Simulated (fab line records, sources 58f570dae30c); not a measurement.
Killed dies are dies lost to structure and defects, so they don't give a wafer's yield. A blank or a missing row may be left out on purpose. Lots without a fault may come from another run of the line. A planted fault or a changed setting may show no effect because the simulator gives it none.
Which tool did it? | flow berkeley_cmos170 | 14 lots, 42 wafers sampled, at 5 steps of a route of 331

WHAT THE GAUGES READ, wafer by wafer
UCB170_NLDD_TW_MEAS_11. Usual: NLDD_TW 2191, standard deviation 16.
lot  | measured     | on            | NLDD_TW        | flag
L651 | day 7 15:23  | film_metro-03 | 2168 2176 2171 |
L650 | day 7 15:35  | film_metro-01 | 2197 2204 2209 |
L652 | day 7 20:25  | film_metro-01 | 2194 2201 2210 |
L653 | day 7 20:42  | film_metro-01 | 2204 2207 2192 |
L654 | day 8 16:17  | film_metro-01 | 2199 2203 2214 |
L656 | day 8 16:49  | film_metro-01 | 2201 2219 2214 |
L655 | day 8 16:55  | film_metro-03 | 2174 2165 2170 |
L658 | day 9 11:26  | film_metro-01 | 2201 2203 2201 |
L661 | day 10 10:35 | film_metro-01 | 2197 2221 2212 |
L660 | day 10 10:41 | film_metro-02 | 2189 2199 2209 |
L665 | day 10 22:51 | film_metro-01 | 2198 2212 2206 |
L664 | day 10 23:27 | film_metro-02 | 2195 2196 2201 |
L673 | day 12 11:56 | film_metro-03 | 29 29 29       | OFF
L672 | day 12 12:14 | film_metro-03 | 29 29 29       | OFF

UCB170_V1_CD_MEAS_12: target cd 700 nm. Usual: cd_nm 699.7 nm, standard deviation 1.4.
lot  | measured     | on        | cd_nm (nm)        | flag
L651 | day 8 18:50  | cd_sem-01 | 701.4 702.5 701.3 |
L650 | day 8 16:08  | cd_sem-01 | 700.1 700.7 699.0 |
L652 | day 8 21:45  | cd_sem-02 | 701.1 701.5 699.4 |
L653 | day 8 23:47  | cd_sem-02 | 698.6 700.3 699.5 |
L654 | day 10 02:34 | cd_sem-01 | 698.7 699.5 699.2 |
L656 | day 10 02:46 | cd_sem-01 | 698.8 699.4 696.8 |
L655 | day 9 17:46  | cd_sem-02 | 699.2 701.0 699.1 |
L658 | day 10 16:07 | cd_sem-01 | 697.5 697.2 697.7 |
L661 | day 11 08:59 | cd_sem-02 | 700.9 702.4 701.7 |
L660 | day 11 12:12 | cd_sem-01 | 699.8 699.5 700.6 |
L665 | day 12 03:43 | cd_sem-01 | 697.0 698.6 700.0 |
L664 | day 12 09:00 | cd_sem-01 | 699.3 698.1 697.7 |
L673 | day 13 12:39 | cd_sem-01 | 701.4 700.7 702.4 |
L672 | day 13 15:14 | cd_sem-02 | 698.8 698.4 698.3 |

WHICH TOOL RAN EACH LOT (tool, then ch and the chambers of the sampled wafers, then the start)
lot  | UCB170_PLDD_STRIP_10                 | UCB170_NLDD_STRIP_10                 | UCB170_SILICIDE_RTA_04
L651 | plasma_asher-01 ch 0,1, day 7 10:05  | plasma_asher-04 ch 0,1, day 7 15:17  | rtp_anneal-01 ch 0, day 8 06:02
L650 | plasma_asher-01 ch 0,1, day 7 10:18  | plasma_asher-03 ch 0,1, day 7 15:29  | rtp_anneal-01 ch 0, day 8 05:35
L652 | plasma_asher-04 ch 0,1, day 7 18:34  | plasma_asher-03 ch 0,1, day 7 20:20  | rtp_anneal-02 ch 0, day 8 11:34
L653 | plasma_asher-03 ch 0, day 7 18:50    | plasma_asher-02 ch 0,1, day 7 20:36  | rtp_anneal-01 ch 0, day 8 11:59
L654 | plasma_asher-04 ch 0,1, day 8 14:13  | plasma_asher-03 ch 0,1, day 8 16:11  | rtp_anneal-01 ch 0, day 9 09:04
L656 | plasma_asher-01 ch 0,1, day 8 14:40  | plasma_asher-02 ch 0,1, day 8 16:44  | rtp_anneal-02 ch 0, day 9 09:12
L655 | plasma_asher-03 ch 1, day 8 14:51    | plasma_asher-03 ch 0,1, day 8 16:49  | rtp_anneal-02 ch 0, day 9 08:02
L658 | plasma_asher-03 ch 0,1, day 9 09:35  | plasma_asher-04 ch 0,1, day 9 11:20  | rtp_anneal-01 ch 0, day 10 05:14
L661 | plasma_asher-01 ch 0,1, day 10 07:59 | plasma_asher-03 ch 0,1, day 10 10:30 | rtp_anneal-02 ch 0, day 10 23:17
L660 | plasma_asher-03 ch 0,1, day 10 08:05 | plasma_asher-02 ch 0,1, day 10 10:34 | rtp_anneal-02 ch 0, day 10 23:59
L665 | plasma_asher-04 ch 0,1, day 10 20:56 | plasma_asher-02 ch 0,1, day 10 22:45 | rtp_anneal-02 ch 0, day 11 11:24
L664 | plasma_asher-01 ch 0,1, day 10 21:10 | plasma_asher-03 ch 0,1, day 10 23:14 | rtp_anneal-01 ch 0, day 11 17:09
L673 | plasma_asher-04 ch 0,1, day 12 09:41 | plasma_asher-02 ch 0,1, day 12 11:50 | rtp_anneal-01 ch 0, day 12 23:13
L672 | plasma_asher-04 ch 1, day 12 10:04   | plasma_asher-04 ch 0, day 12 12:07   | rtp_anneal-02 ch 0, day 12 23:50
- UCB170_PLDD_STRIP_10: strips in O2.
- UCB170_NLDD_STRIP_10: strips in O2.
- UCB170_SILICIDE_RTA_04: time 15 s.

WHAT THE TOOLS THEMSELVES READ (means of the sampled wafers that have a number; where no wafer has one, the mark that the record gives instead)
UCB170_PLDD_STRIP_10. Usual: chamber_pressure_mTorr 3500 mTorr, standard deviation 3.3; drypump_motor_current_A 5.8 A, standard deviation 0.39; oes_product_au 0.735 a.u., standard deviation 0.005; strip_time_to_endpoint_s 21.62 s, standard deviation 0.062.
lot  | tool            | chamber_pressure_mTorr (mTorr) | drypump_motor_current_A (A) | oes_product_au (a.u.) | strip_time_to_endpoint_s (s) | flag
L651 | plasma_asher-01 | 3501                           | 6.0                         | 0.738                 | 21.64                        |
L650 | plasma_asher-01 | 3501                           | 5.9                         | 0.735                 | 21.70                        |
L652 | plasma_asher-04 | 3503                           | 5.5                         | 0.738                 | 21.62                        |
L653 | plasma_asher-03 | 3498                           | 6.7                         | 0.732                 | 21.62                        |
L654 | plasma_asher-04 | 3497                           | 5.6                         | 0.738                 | 21.63                        |
L656 | plasma_asher-01 | 3501                           | 6.0                         | 0.738                 | 21.64                        |
L655 | plasma_asher-03 | 3496                           | 5.7                         | 0.736                 | 21.57                        |
L658 | plasma_asher-03 | 3499                           | 6.3                         | 0.740                 | 21.67                        |
L661 | plasma_asher-01 | 3499                           | 5.9                         | 0.732                 | 21.61                        |
L660 | plasma_asher-03 | 3500                           | 6.0                         | 0.734                 | 21.53                        |
L665 | plasma_asher-04 | 3501                           | 5.5                         | 0.738                 | 21.50                        |
L664 | plasma_asher-01 | 3502                           | 6.0                         | 0.735                 | 21.61                        |
L673 | plasma_asher-04 | -                              | -                           | -                     | -                            | OFF
L672 | plasma_asher-04 | -                              | -                           | -                     | -                            | OFF

UCB170_NLDD_STRIP_10. Usual: chamber_pressure_mTorr 3500 mTorr, standard deviation 3.3; drypump_motor_current_A 5.8 A, standard deviation 0.57; oes_product_au 0.734 a.u., standard deviation 0.0044; strip_time_to_endpoint_s 21.62 s, standard deviation 0.051.
lot  | tool            | chamber_pressure_mTorr (mTorr) | drypump_motor_current_A (A) | oes_product_au (a.u.) | strip_time_to_endpoint_s (s) | flag
L651 | plasma_asher-04 | 3501                           | 5.6                         | 0.732                 | 21.57                        |
L650 | plasma_asher-03 | 3500                           | 6.0                         | 0.735                 | 21.64                        |
L652 | plasma_asher-03 | 3497                           | 6.0                         | 0.731                 | 21.65                        |
L653 | plasma_asher-02 | 3498                           | 6.0                         | 0.733                 | 21.59                        |
L654 | plasma_asher-03 | 3502                           | 6.4                         | 0.739                 | 21.58                        |
L656 | plasma_asher-02 | 3496                           | 5.5                         | 0.730                 | 21.62                        |
L655 | plasma_asher-03 | 3501                           | 6.0                         | 0.730                 | 21.69                        |
L658 | plasma_asher-04 | 3501                           | 5.6                         | 0.735                 | 21.63                        |
L661 | plasma_asher-03 | 3501                           | 6.0                         | 0.736                 | 21.62                        |
L660 | plasma_asher-02 | 3502                           | 5.5                         | 0.738                 | 21.64                        |
L665 | plasma_asher-02 | 3500                           | 5.5                         | 0.734                 | 21.67                        |
L664 | plasma_asher-03 | 3499                           | 6.0                         | 0.737                 | 21.59                        |
L673 | plasma_asher-02 | 3499                           | 5.5                         | 0.738                 | 47.84                        | OFF
L672 | plasma_asher-04 | 3496                           | 5.6                         | 0.739                 | 47.85                        | OFF

UCB170_SILICIDE_RTA_04. Usual: lamp_power_pct 9.9 %, standard deviation 0.52; wafer_temp_C_max 652.2, standard deviation 0.67.
lot  | tool          | lamp_power_pct (%) | wafer_temp_C_max | flag
L651 | rtp_anneal-01 | 10.5               | 652.8            |
L650 | rtp_anneal-01 | 10.5               | 653.1            |
L652 | rtp_anneal-02 | 9.4                | 651.7            |
L653 | rtp_anneal-01 | 10.5               | 652.5            |
L654 | rtp_anneal-01 | 10.5               | 652.0            |
L656 | rtp_anneal-02 | 9.4                | 652.2            |
L655 | rtp_anneal-02 | 9.4                | 651.7            |
L658 | rtp_anneal-01 | 10.5               | 653.3            |
L661 | rtp_anneal-02 | 9.4                | 652.0            |
L660 | rtp_anneal-02 | 9.4                | 651.1            |
L665 | rtp_anneal-02 | 9.4                | 651.8            |
L664 | rtp_anneal-01 | 10.5               | 652.4            |
L673 | rtp_anneal-01 | 10.5               | 652.1            |
L672 | rtp_anneal-02 | 9.4                | 651.5            |

THE ANSWER, worked out from the rows above alone
Rule: a lot is off if the mean of its wafers that have a number lies more than 3 standard deviations from the usual mean. A lot without any number at a reading at which 4 lots or more have one is off too. The other lots that the step has rows for count as sound. The gauges are gone through in route order, then the tools' own readings, and for those a lot's mean is taken as printed above. The first step at which some lot is off is used, and at that step the reading that is off furthest; a lot without a number counts as furthest.
Off: L673, L672, at UCB170_NLDD_TW_MEAS_11 (NLDD_TW).
A tool fits if, at a process step before that reading, it ran every lot that is off, and no sound lot after the first of them. The gauges at UCB170_NLDD_TW_MEAS_11 aren't tried: what is off there is off at UCB170_PLDD_STRIP_10 too, on other tools, and a gauge's error can't cause that. One fits: plasma_asher-04 at UCB170_PLDD_STRIP_10. Its last sound lot is L665 (day 10 20:56), its first lot that is off L673 (day 12 09:41): a fault that began between those two fits.
Blank at UCB170_PLDD_STRIP_10 on the lots that are off, where sound lots have numbers: chamber_pressure_mTorr, drypump_motor_current_A, oes_product_au, strip_time_to_endpoint_s.

WHAT THE SIMULATOR HAD PUT IN
Skipped step whole: plasma_asher-04, from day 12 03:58 on, at UCB170_PLDD_STRIP_10. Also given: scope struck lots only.
Lots struck among those shown: L673, L672. The rule above found the same.
